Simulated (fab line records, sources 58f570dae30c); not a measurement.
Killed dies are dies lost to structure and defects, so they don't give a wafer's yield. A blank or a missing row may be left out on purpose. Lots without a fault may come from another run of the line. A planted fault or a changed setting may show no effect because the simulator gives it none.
fab line records | flow berkeley_cmos170 | part 1 of 2: steps 1 to 33 of 44
record lots=5 wafers=15 last_day=12
route steps=331 shown NVT@108 PVT@115 GATE@125 FIELD@126 PLDD@145
lots that met no fault: from a run of the same line without faults
start_h: hours from the record's first day to the start of the lot's first wafer shown | wait_h: hours since the lot's step before | " the same as in the row above | L1.1+2: a row that stands for several wafers | - no value, or no start given | * or withheld: withheld | < > ~ a bound
route shown NAME@n: a module of which the file shows steps, and the number in the route of the first | usual: mean/standard deviation of fault-free wafers | same: alike in all rows | chamber/n: place in a boat | sites: the reading at each site | _std_site: their standard deviation | _edge_site: outer sites' mean less inner sites' | radius_mm: how far each site lies from the wafer's centre | mask NAME#n: copy n | behind: the tool/chamber that last shaped the wafer | hold: why the lot was held/for how many hours/how that ended | device: the transistor (n, p or np) that didn't switch | end of line: the same wafers' tests at the end of the route | a step without rows: its recipe alone | killed: dies lost to structure and defects at the first sort, not the wafer's yield | map: a wafer's dies, x killed, . not, _ none there
set.NAME: the setting as run; set.NAME@STEP: as run at that earlier step | model.NAME: the simulator's own value behind a step, which no gauge read
lots at some steps of the route; a table a step, a row a wafer
services: from which hour (start_h, from the record's first day; less than 0 if before it) a tool's chamber was out of use, for how many hours, and why
## steps
# step UCB170_NVT_PEB_04
# recipe peb_temp_c=130 peb_time_s=withheld resist=KrF
# columns lot.wafer tool chamber start_h wait_h
L074.2+4+5 litho_track-03 0 104.16 0.3
L077.2+4+6 litho_track-02 0 117.26 0.4
L082.1+2+5 litho_track-03 0 152.55 0.1
L083.2+5+6 litho_track-04 0 160.72 0.6
L095.1+2+4 litho_track-02 0 222.72 0.1
# step UCB170_NVT_DEVELOP_05
# recipe developer=TMAH develop_time_s=45 resist=KrF dev_temp_c=21
# columns lot.wafer tool chamber start_h wait_h
L074.2+4+5 litho_track-03 0 - -
L077.2+4+6 litho_track-02 0 - -
L082.1+2+5 litho_track-03 0 - -
L083.2+5+6 litho_track-04 0 - -
L095.1+2+4 litho_track-02 0 - -
# step UCB170_NVT_OVL_MEAS_06
# usual NVT_OVL=0/5.1
# columns lot.wafer tool chamber start_h wait_h NVT_OVL[nm]
L074.2 overlay-01 - 104.42 - -7
L074.4 " - " " -7
L074.5 " - " " -8
L077.2 overlay-02 - 117.52 - 9
L077.4 " - " " 4
L077.6 " - " " 5
L082.1 overlay-01 - 152.82 - -1
L082.2 " - " " -6
L082.5 " - " " 2
L083.2 overlay-02 - 160.98 - -1
L083.5 " - " " 2
L083.6 " - " " 0
L095.1 overlay-02 - 223.00 - 2
L095.2 " - " " -3
L095.4 " - " " 3
# step UCB170_NVT_IMPLANT_07
# recipe species=BF2 dose_cm2=3e+12 energy_kev=50 tilt_deg=7
# usual tilt_deg=6.995/0.018
# same implant_ion_amu=49
# columns lot.wafer tool chamber start_h wait_h tilt_deg
L074.2 implanter-02 0 104.47 0.0 7.011
L074.4 " 0 " " 6.990
L074.5 " 0 " " 6.973
L077.2 implanter-04 0 117.57 0.0 6.993
L077.4 " 0 " " 6.968
L077.6 " 0 " " 6.984
L082.1 implanter-02 0 152.86 0.0 6.980
L082.2 " 0 " " 6.983
L082.5 " 0 " " 6.977
L083.2 implanter-03 0 161.03 0.0 6.977
L083.5 " 0 " " 6.992
L083.6 " 0 " " 6.976
L095.1 implanter-02 0 223.03 0.0 6.951
L095.2 " 0 " " 6.995
L095.4 " 0 " " 7.001
# step UCB170_NVT_STRIP_08
# recipe chemistry=O2 power_w=400 pressure_mtorr=3500 platen_temp_c=withheld o2_flow_sccm=400 overash_fraction=0.4776
# usual drypump_motor_current_A=5.59/0.27 oes_product_au=0.742/0.0047 strip_time_to_endpoint_s=21.64/0.058
# same overash_fraction=0.4776
# columns lot.wafer tool chamber start_h wait_h drypump_motor_current_A oes_product_au rf_hours_counter_h strip_time_to_endpoint_s
L074.2 plasma_asher-02 1 104.60 0.1 5.50 0.742 32 21.55
L074.4 " 1 " " 5.51 0.743 - 21.60
L074.5 " 1 " " 5.51 0.744 - 21.60
L077.2 plasma_asher-04 1 117.70 0.1 5.93 0.738 41 21.65
L077.4 " 1 " " 5.90 0.735 - 21.64
L077.6 " 1 " " 5.91 0.743 - 21.62
L082.1 plasma_asher-04 0 153.01 0.1 5.57 0.741 46 21.61
L082.2 " 1 " " 5.92 0.754 46 21.63
L082.5 " 0 " " 5.58 0.740 - 21.66
L083.2 plasma_asher-02 0 161.16 0.1 5.76 0.745 39 21.67
L083.5 " 1 " " 5.52 0.734 - 21.68
L083.6 " 0 " " 5.77 0.744 - 21.65
L095.1 plasma_asher-01 1 223.18 0.1 5.66 0.742 53 21.55
L095.2 " 0 " " 5.02 0.736 53 21.54
L095.4 " 1 " " 5.66 0.739 - 21.60
# step UCB170_NVT_TW_MEAS_09
# usual NVT_TW=522/4.7
# columns lot.wafer tool chamber start_h wait_h NVT_TW
L074.2 film_metro-01 - 104.71 0.1 522
L074.4 " - " " 523
L074.5 " - " " 525
L077.2 film_metro-04 - 117.81 0.1 523
L077.4 " - " " 520
L077.6 " - " " 521
L082.1 film_metro-04 - 153.11 0.1 523
L082.2 " - " " 519
L082.5 " - " " 520
L083.2 film_metro-01 - 161.27 0.1 520
L083.5 " - " " 517
L083.6 " - " " 519
L095.1 film_metro-02 - 223.28 0.1 528
L095.2 " - " " 532
L095.4 " - " " 530
# step UCB170_NVT_CLEAN_10
# recipe chemistry=SPM temp_c=120 time_s=600
# usual temp_c=119.99/0.14
# columns lot.wafer tool chamber start_h wait_h temp_c
L074.2 wet_bench-02 0 105.18 0.5 120.19
L074.4 " 0 " " 119.88
L074.5 " 0 " " 119.95
L077.2 wet_bench-02 1 117.86 0.0 120.02
L077.4 " 1 " " 119.92
L077.6 " 1 " " 119.78
L082.1 wet_bench-01 3 153.22 0.1 119.86
L082.2 " 3 " " 119.78
L082.5 " 3 " " 119.92
L083.2 wet_bench-02 3 161.34 0.1 120.09
L083.5 " 3 " " 120.31
L083.6 " 3 " " 120.18
L095.1 wet_bench-02 1 223.34 0.1 119.86
L095.2 " 1 " " 119.98
L095.4 " 1 " " 119.98
# step UCB170_PVT_HMDS_00
# recipe prime_time_s=60 prime_temp_c=100
# columns lot.wafer tool chamber start_h wait_h
L074.2+4+5 litho_track-04 0 105.68 0.3
L077.2+4+6 litho_track-04 0 118.14 0.1
L082.1+2+5 litho_track-04 0 153.57 0.2
L083.2+5+6 litho_track-02 0 161.83 0.3
L095.1+2+4 litho_track-04 0 223.53 0.0
# step UCB170_PVT_COAT_01
# recipe resist=KrF spin_rpm=1500 resist_thk_nm=900
# columns lot.wafer tool chamber start_h wait_h
L074.2+4+5 litho_track-04 0 105.83 0.1
L077.2+4+6 litho_track-04 0 118.29 0.1
L082.1+2+5 litho_track-04 0 153.72 0.1
L083.2+5+6 litho_track-02 0 161.98 0.1
L095.1+2+4 litho_track-04 0 223.68 0.1
# step UCB170_PVT_SOFTBAKE_02
# recipe resist=KrF temp_c=130 time_s=60
# columns lot.wafer tool chamber start_h wait_h
L074.2+4+5 litho_track-04 0 105.98 0.1
L077.2+4+6 litho_track-04 0 118.44 0.1
L082.1+2+5 litho_track-04 0 153.87 0.1
L083.2+5+6 litho_track-02 0 162.13 0.1
L095.1+2+4 litho_track-04 0 223.83 0.1
# step UCB170_PVT_EXPOSE_03
# recipe mask_id=NWELL target_cd_nm=3000 na=0.5 sigma_outer=0.6 source_shape=conventional dose_mj=30
# columns lot.wafer tool chamber start_h wait_h mask
L074.2+4+5 krf_scanner-02 0 106.35 0.3 NWELL#0
L077.2+4+6 krf_scanner-01 0 118.67 0.2 NWELL#0
L082.1+2+5 krf_scanner-01 0 154.14 0.2 NWELL#0
L083.2+5+6 krf_scanner-01 0 162.40 0.2 NWELL#0
L095.1+2+4 krf_scanner-02 0 224.11 0.2 NWELL#0
# step UCB170_PVT_PEB_04
# recipe peb_temp_c=130 peb_time_s=withheld resist=KrF
# columns lot.wafer tool chamber start_h wait_h
L074.2+4+5 litho_track-04 0 106.68 0.3
L077.2+4+6 litho_track-02 0 119.26 0.6
L082.1+2+5 litho_track-02 0 154.26 0.1
L083.2+5+6 litho_track-02 0 162.73 0.3
L095.1+2+4 litho_track-01 0 224.23 0.1
# step UCB170_PVT_DEVELOP_05
# recipe developer=TMAH develop_time_s=45 resist=KrF dev_temp_c=21
# columns lot.wafer tool chamber start_h wait_h
L074.2+4+5 litho_track-04 0 - -
L077.2+4+6 litho_track-02 0 - -
L082.1+2+5 litho_track-02 0 - -
L083.2+5+6 litho_track-02 0 - -
L095.1+2+4 litho_track-01 0 - -
# step UCB170_PVT_OVL_MEAS_06
# usual PVT_OVL=-1/5.2
# columns lot.wafer tool chamber start_h wait_h PVT_OVL[nm]
L074.2 overlay-01 - 106.94 - 1
L074.4 " - " " -10
L074.5 " - " " 0
L077.2 overlay-02 - 119.52 - 0
L077.4 " - " " -5
L077.6 " - " " -4
L082.1 overlay-01 - 154.53 - 5
L082.2 " - " " 15
L082.5 " - " " 7
L083.2 overlay-02 - 162.98 - 0
L083.5 " - " " 8
L083.6 " - " " 1
L095.1 overlay-02 - 224.50 - -2
L095.2 " - " " -3
L095.4 " - " " -9
# step UCB170_PVT_IMPLANT_07
# recipe species=P dose_cm2=2e+12 energy_kev=30 tilt_deg=7
# usual tilt_deg=7.000/0.019
# same implant_ion_amu=31
# columns lot.wafer tool chamber start_h wait_h tilt_deg
L074.2 implanter-03 0 106.99 0.0 6.973
L074.4 " 0 " " 6.974
L074.5 " 0 " " 6.964
L077.2 implanter-04 0 119.57 0.0 7.008
L077.4 " 0 " " 7.021
L077.6 " 0 " " 7.020
L082.1 implanter-03 0 154.57 0.0 6.988
L082.2 " 0 " " 7.006
L082.5 " 0 " " 6.996
L083.2 implanter-01 0 163.04 0.0 6.982
L083.5 " 0 " " 7.012
L083.6 " 0 " " 6.993
L095.1 implanter-04 0 224.54 0.0 6.959
L095.2 " 0 " " 7.000
L095.4 " 0 " " 6.993
# step UCB170_PVT_STRIP_08
# recipe chemistry=O2 power_w=400 pressure_mtorr=3500 platen_temp_c=withheld o2_flow_sccm=400 overash_fraction=0.5
# usual drypump_motor_current_A=5.7/0.35 oes_product_au=0.735/0.0044 strip_time_to_endpoint_s=21.67/0.063
# same overash_fraction=0.5
# columns lot.wafer tool chamber start_h wait_h drypump_motor_current_A oes_product_au rf_hours_counter_h strip_time_to_endpoint_s
L074.2 plasma_asher-02 0 107.12 0.1 5.8 0.724 32 21.62
L074.4 " 1 " " 5.5 0.728 - 21.65
L074.5 " 1 " " 5.5 0.737 - 21.71
L077.2 plasma_asher-02 1 119.70 0.1 5.5 0.732 34 21.67
L077.4 " 1 " " 5.5 0.730 - 21.67
L077.6 " 1 " " 5.5 0.730 - 21.68
L082.1 plasma_asher-03 0 154.72 0.1 6.4 0.736 2 21.65
L082.2 " 1 " " 5.8 0.730 2 21.61
L082.5 " 0 " " 6.4 0.742 - 21.64
L083.2 plasma_asher-02 1 163.16 0.1 5.5 0.734 39 21.65
L083.5 " 0 " " 5.8 0.737 - 21.67
L083.6 " 1 " " 5.5 0.742 - 21.62
L095.1 plasma_asher-02 0 224.69 0.1 5.8 0.737 46 21.60
L095.2 " 1 " " 5.5 0.730 46 21.62
L095.4 " 0 " " 5.8 0.726 - 21.65
# step UCB170_PVT_TW_MEAS_09
# usual PVT_TW=506/3.8
# columns lot.wafer tool chamber start_h wait_h PVT_TW
L074.2 film_metro-02 - 107.23 0.1 515
L074.4 " - " " 514
L074.5 " - " " 517
L077.2 film_metro-03 - 119.81 0.1 509
L077.4 " - " " 509
L077.6 " - " " 508
L082.1 film_metro-04 - 154.82 0.1 506
L082.2 " - " " 507
L082.5 " - " " 507
L083.2 film_metro-04 - 163.27 0.1 507
L083.5 " - " " 504
L083.6 " - " " 506
L095.1 film_metro-03 - 224.79 0.1 508
L095.2 " - " " 507
L095.4 " - " " 508
# step UCB170_GATE_WET_ETCH_00
# recipe chemistry=dHF dilution=25:1 target=SiO2 temp_c=25 time_s=200
# usual temp_c=24.99/0.1
# columns lot.wafer tool chamber start_h wait_h temp_c
L074.2 wet_bench-04 1 107.33 0.1 25.17
L074.4 " 1 " " 24.99
L074.5 " 1 " " 24.97
L077.2 wet_bench-03 2 119.86 0.0 24.80
L077.4 " 2 " " 25.09
L077.6 " 2 " " 24.97
L082.1 wet_bench-04 0 156.32 1.5 25.07
L082.2 " 0 " " 25.03
L082.5 " 0 " " 25.03
L083.2 wet_bench-02 3 163.32 0.0 24.93
L083.5 " 3 " " 24.99
L083.6 " 3 " " 24.84
L095.1 wet_bench-04 1 224.85 0.1 25.11
L095.2 " 1 " " 25.05
L095.4 " 1 " " 25.04
# step UCB170_FIELD_THK_MEAS_91
# recipe reads=SiO2_of_FIELD_OXIDATION_01
# usual FIELD_OXIDE_LEFT_2_THK=350/12
# columns lot.wafer tool chamber start_h wait_h FIELD_OXIDE_LEFT_2_THK[nm]
L074.2 film_metro-04 - 107.40 0.0 354
L074.4 " - " " 351
L074.5 " - " " 346
L077.2 film_metro-04 - 119.94 0.0 344
L077.4 " - " " 348
L077.6 " - " " 353
L082.1 film_metro-03 - 156.39 0.0 350
L082.2 " - " " 356
L082.5 " - " " 358
L083.2 film_metro-04 - 163.40 0.0 349
L083.5 " - " " 347
L083.6 " - " " 355
L095.1 film_metro-04 - 224.91 0.0 345
L095.2 " - " " 332
L095.4 " - " " 344
# step UCB170_GATE_OXIDATION_01
# recipe temp_c=850 ambient=O2 target_thk_a=66 ox_time_s=1800
# usual ox_temp_c_max=853.0/0.88
# columns lot.wafer tool chamber start_h wait_h ox_temp_c_max
L074.2 furnace-02 0 108.80 1.4 853.0
L074.4 " 0 " " 853.2
L074.5 " 0 " " 853.5
L077.2 furnace-01 0 120.96 1.0 852.8
L077.4 " 0 " " 851.8
L077.6 " 0 " " 852.6
L082.1 furnace-02 0 159.32 2.9 854.7
L082.2 " 0 " " 853.4
L082.5 " 0 " " 853.7
L083.2 furnace-04 0 166.32 2.9 853.8
L083.5 " 0 " " 855.1
L083.6 " 0 " " 853.2
L095.1 furnace-01 0 227.96 3.0 853.2
L095.2 " 0 " " 853.1
L095.4 " 0 " " 851.8
# step UCB170_GATE_THK_MEAS_02
# recipe reads=SiO2_of_GATE_OXIDATION_01
# usual GATE_OXIDE_THK=6.63/0.13
# columns lot.wafer tool chamber start_h wait_h GATE_OXIDE_THK[nm]
L074.2 film_metro-01 - 110.31 0.0 6.68
L074.4 " - " " 6.46
L074.5 " - " " 6.47
L077.2 film_metro-04 - 122.48 0.0 6.82
L077.4 " - " " 6.77
L077.6 " - " " 6.67
L082.1 film_metro-03 - 160.82 0.0 6.51
L082.2 " - " " 6.39
L082.5 " - " " 6.65
L083.2 film_metro-04 - 167.83 0.0 6.73
L083.5 " - " " 6.66
L083.6 " - " " 6.65
L095.1 film_metro-03 - 229.46 0.0 6.84
L095.2 " - " " 6.66
L095.4 " - " " 6.67
# step UCB170_GATE_ANNEAL_03
# recipe temp_c=900 time_s=1800 ambient=N2
# columns lot.wafer tool chamber start_h wait_h
L074.2+4+5 furnace-02 0 112.90 2.6
L077.2+4+6 furnace-02 0 124.33 1.8
L082.1+2+5 furnace-01 0 163.20 2.4
L083.2+5+6 furnace-02 0 170.75 2.9
L095.1+2+4 furnace-01 0 232.29 2.8
# step UCB170_GATE_CVD_04
# recipe material=poly-Si temp_c=610 precursor=SiH4 time_s=1440 pressure_mtorr=375 target_thk_nm=214 sih4_flow_sccm=120
# columns lot.wafer tool chamber start_h wait_h
L074.2+4+5 lpcvd-01 0 115.27 0.9
L077.2+4+6 lpcvd-01 1 125.83 0.0
L082.1+2+5 lpcvd-02 1 164.70 0.0
L083.2+5+6 lpcvd-02 1 173.62 1.4
L095.1+2+4 lpcvd-01 0 233.94 0.2
# step UCB170_GATE_THK_MEAS_05
# recipe reads=poly-Si_of_GATE_CVD_04
# usual GATE_POLY_THK=214.5/2.1
# columns lot.wafer tool chamber start_h wait_h GATE_POLY_THK[nm]
L074.2 film_metro-03 - 116.68 0.0 213.1
L074.4 " - " " 214.8
L074.5 " - " " 215.9
L077.2 film_metro-03 - 127.24 0.0 216.0
L077.4 " - " " 215.2
L077.6 " - " " 214.8
L082.1 film_metro-03 - 166.10 0.0 211.7
L082.2 " - " " 210.8
L082.5 " - " " 210.9
L083.2 film_metro-03 - 175.03 0.0 217.9
L083.5 " - " " 215.8
L083.6 " - " " 219.0
L095.1 film_metro-04 - 235.34 0.0 213.8
L095.2 " - " " 216.3
L095.4 " - " " 217.4
# step UCB170_GATE_COAT_06
# recipe resist=BARC temp_c=withheld time_s=withheld spin_rpm=3000 resist_thk_nm=withheld
# columns lot.wafer tool chamber start_h wait_h
L074.2+4+5 litho_track-03 0 117.09 0.4
L077.2+4+6 litho_track-04 0 127.33 0.1
L082.1+2+5 litho_track-01 0 166.16 0.1
L083.2+5+6 litho_track-04 0 175.10 0.1
L095.1+2+4 litho_track-01 0 235.40 0.1
# step UCB170_GATE_COAT_07
# recipe resist=KrF spin_rpm=1500 resist_thk_nm=900
# columns lot.wafer tool chamber start_h wait_h
L074.2+4+5 litho_track-03 0 - -
L077.2+4+6 litho_track-04 0 - -
L082.1+2+5 litho_track-01 0 - -
L083.2+5+6 litho_track-04 0 - -
L095.1+2+4 litho_track-01 0 - -
# step UCB170_GATE_SOFTBAKE_08
# recipe resist=KrF temp_c=130 time_s=60
# columns lot.wafer tool chamber start_h wait_h
L074.2+4+5 litho_track-03 0 - -
L077.2+4+6 litho_track-04 0 - -
L082.1+2+5 litho_track-01 0 - -
L083.2+5+6 litho_track-04 0 - -
L095.1+2+4 litho_track-01 0 - -
# step UCB170_GATE_EXPOSE_09
# recipe mask_id=POLY target_cd_nm=350 na=0.5 sigma_outer=0.6 source_shape=conventional dose_mj=21
# columns lot.wafer tool chamber start_h wait_h mask
L074.2+4+5 krf_scanner-01 0 117.66 - POLY#0
L077.2+4+6 krf_scanner-02 0 - - POLY#0
L082.1+2+5 krf_scanner-02 0 166.74 - POLY#0
L083.2+5+6 krf_scanner-02 0 175.79 - POLY#0
L095.1+2+4 krf_scanner-01 0 235.85 - POLY#0
# step UCB170_GATE_PEB_10
# recipe peb_temp_c=130 peb_time_s=withheld resist=KrF
# usual plate_sensor_t_centre_C=131.41/0.011 plate_sensor_t_edge_C=131.53/0.011
# columns lot.wafer tool chamber start_h wait_h plate_sensor_t_centre_C plate_sensor_t_edge_C
L074.2 litho_track-03 0 118.09 0.4 131.43 131.52
L074.4 " 0 " " 131.42 131.51
L074.5 " 0 " " 131.41 131.53
L077.2 litho_track-03 0 - - 131.42 131.54
L077.4 " 0 " " 131.41 131.54
L077.6 " 0 " " 131.4 131.54
L082.1 litho_track-03 0 166.85 0.1 131.43 131.55
L082.2 " 0 " " 131.4 131.55
L082.5 " 0 " " 131.42 131.52
L083.2 litho_track-01 0 176.00 0.2 131.41 131.54
L083.5 " 0 " " 131.39 131.54
L083.6 " 0 " " 131.39 131.54
L095.1 litho_track-04 0 236.13 0.3 131.41 131.55
L095.2 " 0 " " 131.42 131.54
L095.4 " 0 " " 131.38 131.53
# step UCB170_GATE_DEVELOP_11
# recipe developer=TMAH develop_time_s=45 resist=KrF dev_temp_c=21
# columns lot.wafer tool chamber start_h wait_h
L074.2+4+5 litho_track-03 0 - -
L077.2+4+6 litho_track-03 0 - -
L082.1+2+5 litho_track-03 0 - -
L083.2+5+6 litho_track-01 0 - -
L095.1+2+4 litho_track-04 0 - -
# step UCB170_GATE_CD_MEAS_12
# recipe target_cd_nm=350
# usual cd_nm=349.8/1.1
# columns lot.wafer tool chamber start_h wait_h cd_nm
L074.2 cd_sem-02 - 118.36 - 350.9
L074.4 " - " " 350.4
L074.5 " - " " 351.3
L077.2 cd_sem-02 - 129.38 - 350.0
L077.4 " - " " 350.2
L077.6 " - " " 348.2
L082.1 cd_sem-01 - 167.13 - 349.7
L082.2 " - " " 350.1
L082.5 " - " " 350.5
L083.2 cd_sem-01 - 176.27 - 350.9
L083.5 " - " " 349.6
L083.6 " - " " 349.7
L095.1 cd_sem-01 - 236.40 - 348.5
L095.2 " - " " 347.3
L095.4 " - " " 347.9
# step UCB170_GATE_OVL_MEAS_13
# usual GATE_OVL=-3/5.6
# columns lot.wafer tool chamber start_h wait_h GATE_OVL[nm]
L074.2 overlay-02 - 118.47 0.1 0
L074.4 " - " " 4
L074.5 " - " " 2
L077.2 overlay-01 - 129.49 0.1 -3
L077.4 " - " " 1
L077.6 " - " " -17
L082.1 overlay-02 - 167.25 0.1 1
L082.2 " - " " -1
L082.5 " - " " 3
L083.2 overlay-02 - 176.38 0.1 -12
L083.5 " - " " -8
L083.6 " - " " -6
L095.1 overlay-01 - 236.52 0.1 3
L095.2 " - " " 2
L095.4 " - " " 1
# step UCB170_GATE_ETCH_14
# recipe chemistry=N2/H2 target_depth_a=withheld overetch_a=withheld target=BARC time_s=withheld source_w=500 bias_w=100 pressure_mtorr=30 n2_flow_sccm=100 h2_flow_sccm=200
# usual drypump_motor_current_A=5.5/0.37 oes_product_au=1.015/0.021 throttle_valve_pct=13.31/0.16
# columns lot.wafer tool chamber start_h wait_h drypump_motor_current_A oes_product_au throttle_valve_pct
L074.2 rie_diel-03 2 118.50 0.0 5.6 1.029 13.35
L074.4 " 3 " " 5.6 1.032 13.45
L074.5 " 0 " " 5.8 1.017 12.88
L077.2 rie_diel-02 2 129.52 0.0 5.8 0.995 13.32
L077.4 " 3 " " 5.8 1.040 13.42
L077.6 " 3 " " 5.8 1.039 13.43
L082.1 rie_diel-03 0 167.28 0.0 5.8 1.010 12.86
L082.2 " 2 " " 5.6 1.015 13.35
L082.5 " 3 " " 5.6 1.009 13.44
L083.2 rie_diel-01 1 176.41 0.0 5.5 0.956 13.38
L083.5 " 0 " " 5.6 0.998 13.49
L083.6 " 3 " " 5.8 1.005 13.37
L095.1 rie_diel-03 3 236.56 0.0 5.5 1.011 13.44
L095.2 " 2 " " 5.6 1.026 13.35
L095.4 " 0 " " 5.8 1.024 12.86
